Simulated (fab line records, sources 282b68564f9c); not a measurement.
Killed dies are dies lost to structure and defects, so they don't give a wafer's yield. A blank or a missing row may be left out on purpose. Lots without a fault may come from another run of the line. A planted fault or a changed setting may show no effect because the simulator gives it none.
Which tool did it? | flow rit_cmos | 14 lots, 42 wafers sampled, at 5 steps of a route of 202

WHAT THE GAUGES READ, wafer by wafer
RIT_FOX2_THK_MEAS_01. Usual: FOX2_OXIDE_THK 352 nm, standard deviation 7.3.
lot  | measured    | on            | FOX2_OXIDE_THK (nm) | flag
L713 | day 2 03:07 | film_metro-02 | 336 340 339         |
L714 | day 2 05:04 | film_metro-01 | 363 363 361         |
L717 | day 2 22:47 | film_metro-01 | 344 342 344         |
L718 | day 3 00:06 | film_metro-04 | 349 350 342         |
L720 | day 3 06:12 | film_metro-02 | 381 378 378         | OFF
L724 | day 4 02:59 | film_metro-02 | 379 376 378         | OFF
L725 | day 4 08:07 | film_metro-01 | 344 347 352         |
L727 | day 4 18:18 | film_metro-04 | 351 348 348         |
L728 | day 4 23:02 | film_metro-04 | 357 355 358         |
L730 | day 5 09:33 | film_metro-04 | 351 357 355         |
L732 | day 5 20:25 | film_metro-01 | 363 361 365         |
L734 | day 6 08:58 | film_metro-02 | 347 344 348         |
L735 | day 6 16:22 | film_metro-02 | 355 351 357         |
L736 | day 6 21:47 | film_metro-02 | 349 352 356         |

RIT_FOX2_THK_MEAS_90. Usual: FIELD_OXIDE_LEFT_1_THK 325 nm, standard deviation 7.4.
lot  | measured    | on            | FIELD_OXIDE_LEFT_1_THK (nm) | flag
L713 | day 2 04:03 | film_metro-02 | 309 313 312                 |
L714 | day 2 05:56 | film_metro-01 | 335 335 334                 |
L717 | day 2 23:43 | film_metro-01 | 317 314 316                 |
L718 | day 3 01:44 | film_metro-04 | 322 323 315                 |
L720 | day 3 07:50 | film_metro-01 | 353 350 350                 | OFF
L724 | day 4 03:52 | film_metro-02 | 351 348 350                 | OFF
L725 | day 4 08:59 | film_metro-02 | 317 320 325                 |
L727 | day 4 20:04 | film_metro-02 | 323 320 320                 |
L728 | day 4 23:55 | film_metro-01 | 329 329 331                 |
L730 | day 5 10:26 | film_metro-04 | 324 329 327                 |
L732 | day 5 21:18 | film_metro-02 | 336 335 338                 |
L734 | day 6 09:51 | film_metro-01 | 319 317 321                 |
L735 | day 6 17:14 | film_metro-04 | 328 325 330                 |
L736 | day 6 22:39 | film_metro-01 | 322 325 328                 |

RIT_FOX2_THK_MEAS_91. Usual: FIELD_OXIDE_LEFT_2_THK 257 nm, standard deviation 7.5.
lot  | measured    | on            | FIELD_OXIDE_LEFT_2_THK (nm) | flag
L713 | day 2 16:57 | film_metro-04 | 241 245 243                 |
L714 | day 2 19:33 | film_metro-01 | 268 267 266                 |
L717 | day 3 13:02 | film_metro-01 | 249 246 248                 |
L718 | day 3 15:17 | film_metro-01 | 253 255 246                 |
L720 | day 3 20:07 | film_metro-01 | 285 281 281                 | OFF
L724 | day 4 16:33 | film_metro-01 | 284 280 282                 | OFF
L725 | day 4 21:44 | film_metro-02 | 249 252 257                 |
L727 | day 5 08:35 | film_metro-04 | 255 251 251                 |
L728 | day 5 12:56 | film_metro-02 | 262 261 263                 |
L730 | day 5 23:00 | film_metro-02 | 256 261 259                 |
L732 | day 6 11:39 | film_metro-01 | 268 266 270                 |
L734 | day 7 02:30 | film_metro-04 | 251 248 253                 |
L735 | day 7 07:26 | film_metro-02 | 260 256 262                 |
L736 | day 7 11:55 | film_metro-01 | 253 256 260                 |

RIT_NLDD_OVL_MEAS_06. Usual: NLDD_OVL 0.5 nm, standard deviation 1.2.
lot  | measured    | on         | NLDD_OVL (nm)  | flag
L713 | day 3 04:06 | overlay-01 | 0.0 -1.5 -1.2  |
L714 | day 3 04:38 | overlay-02 | 0.9 2.4 1.4    |
L717 | day 4 01:43 | overlay-02 | -1.8 1.5 -0.8  |
L718 | day 4 01:26 | overlay-01 | 2.9 1.9 2.5    |
L720 | day 4 06:28 | overlay-02 | -1.1 0.7 0.6   |
L724 | day 5 02:24 | overlay-01 | -0.2 1.3 -2.4  |
L725 | day 5 07:45 | overlay-02 | 0.3 -0.8 0.3   |
L727 | day 5 17:37 | overlay-01 | -1.7 0.5 -0.5  |
L728 | day 6 00:32 | overlay-02 | 0.6 -0.2 0.8   |
L730 | day 6 14:00 | overlay-01 | 2.6 2.3 1.2    |
L732 | day 7 03:49 | overlay-02 | 1.1 -0.7 0.0   |
L734 | day 7 14:43 | overlay-01 | -0.2 -0.1 -0.4 |
L735 | day 7 22:32 | overlay-01 | -0.3 -0.4 0.2  |
L736 | day 8 01:31 | overlay-02 | -0.3 -0.8 -0.6 |

WHICH TOOL RAN EACH LOT (tool, then ch and the chambers of the sampled wafers, then the start)
lot  | RIT_FOX2_OXIDATION_00
L713 | furnace-01 ch 0, day 2 01:47
L714 | furnace-03 ch 0, day 2 03:44
L717 | furnace-01 ch 0, day 2 21:28
L718 | furnace-01 ch 0, day 2 22:47
L720 | furnace-03 ch 0, day 3 04:52
L724 | furnace-03 ch 0, day 4 01:40
L725 | furnace-04 ch 0, day 4 06:47
L727 | furnace-04 ch 0, day 4 16:59
L728 | furnace-04 ch 0, day 4 21:43
L730 | furnace-04 ch 0, day 5 08:13
L732 | furnace-04 ch 0, day 5 19:06
L734 | furnace-01 ch 0, day 6 07:40
L735 | furnace-01 ch 0, day 6 15:01
L736 | furnace-04 ch 0, day 6 20:28
- RIT_FOX2_OXIDATION_00: target thk 350.7 nm, ox time 1130 s.

WHAT THE TOOLS THEMSELVES READ (means of the sampled wafers that have a number; where no wafer has one, the mark that the record gives instead)
RIT_FOX2_OXIDATION_00. Usual: spike_tc_centre_C 1101.6 C, standard deviation 1.5; spike_tc_load_C 1128.8 C, standard deviation 2.4; spike_tc_source_C 1123.7 C, standard deviation 3; tube_center_temp_C 1100 C, standard deviation 0.1; tube_center_temp_C_max 1102.9, standard deviation 0.5; zone_power_load_pct 41 %, standard deviation 6.4.
lot  | tool       | spike_tc_centre_C (C) | spike_tc_load_C (C) | spike_tc_source_C (C) | tube_center_temp_C (C) | tube_center_temp_C_max | zone_power_load_pct (%) | flag
L713 | furnace-01 | 1101.0                | 1128.6              | 1128.2                | 1100                   | 1103.0                 | 47                      |
L714 | furnace-03 | 1104.0                | 1131.4              | 1123.0                | 1100                   | 1102.6                 | 46                      |
L717 | furnace-01 | 1101.3                | 1128.5              | 1129.7                | 1100                   | 1102.6                 | 47                      |
L718 | furnace-01 | 1101.7                | 1128.9              | 1128.3                | 1100                   | 1102.9                 | 47                      |
L720 | furnace-03 | 1118.4                | 1146.3              | 1139.1                | 1115                   | 1117.6                 | 48                      | OFF
L724 | furnace-03 | 1118.6                | 1147.1              | 1137.6                | 1115                   | 1117.6                 | 47                      | OFF
L725 | furnace-04 | 1099.9                | 1127.2              | 1122.4                | 1100                   | 1103.3                 | 33                      |
L727 | furnace-04 | 1100.4                | 1126.6              | 1121.2                | 1100                   | 1104.1                 | 33                      |
L728 | furnace-04 | 1100.2                | 1126.7              | 1121.7                | 1100                   | 1103.3                 | 33                      |
L730 | furnace-04 | 1101.1                | 1127.3              | 1122.1                | 1100                   | 1102.5                 | 33                      |
L732 | furnace-04 | 1101.6                | 1127.0              | 1120.2                | 1100                   | 1102.8                 | 33                      |
L734 | furnace-01 | 1101.1                | 1129.6              | 1128.2                | 1100                   | 1102.3                 | 47                      |
L735 | furnace-01 | 1100.9                | 1127.6              | 1128.7                | 1100                   | 1102.8                 | 47                      |
L736 | furnace-04 | 1100.7                | 1126.2              | 1121.7                | 1100                   | 1102.5                 | 33                      |

THE ANSWER, worked out from the rows above alone
Rule: a lot is off if the mean of its wafers that have a number lies more than 3 standard deviations from the usual mean. A lot without any number at a reading at which 4 lots or more have one is off too. The other lots that the step has rows for count as sound. The gauges are gone through in route order, then the tools' own readings, and for those a lot's mean is taken as printed above. The first step at which some lot is off is used, and at that step the reading that is off furthest; a lot without a number counts as furthest.
Off: L720, L724, at RIT_FOX2_THK_MEAS_01 (FOX2_OXIDE_THK).
A tool fits if, at a process step before that reading, it ran every lot that is off, and no sound lot after the first of them. The gauges at RIT_FOX2_THK_MEAS_01 aren't tried: what is off there is off at RIT_FOX2_THK_MEAS_91 too, on other tools, and a gauge's error can't cause that. One fits: furnace-03 at RIT_FOX2_OXIDATION_00. Its last sound lot is L714 (day 2 03:44), its first lot that is off L720 (day 3 04:52): a fault that began between those two fits.
The tool's own readings at RIT_FOX2_OXIDATION_00 bear it out: on the lots that are off they differ by more than 5 times the standard deviation of the sound lots' means. spike_tc_centre_C reads 1118.5 C there against 1101.2 C on the sound lots; spike_tc_load_C reads 1146.7 C there against 1128.0 C on the sound lots; tube_center_temp_C reads 1115 C there against 1100 C on the sound lots; tube_center_temp_C_max reads 1117.6 there against 1102.9 on the sound lots.

WHAT THE SIMULATOR HAD PUT IN
Process parameter drift: furnace-03, from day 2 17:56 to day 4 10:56, at RIT_FOX2_OXIDATION_00. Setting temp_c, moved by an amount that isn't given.
Lots struck among those shown: L720, L724. The rule above found the same.
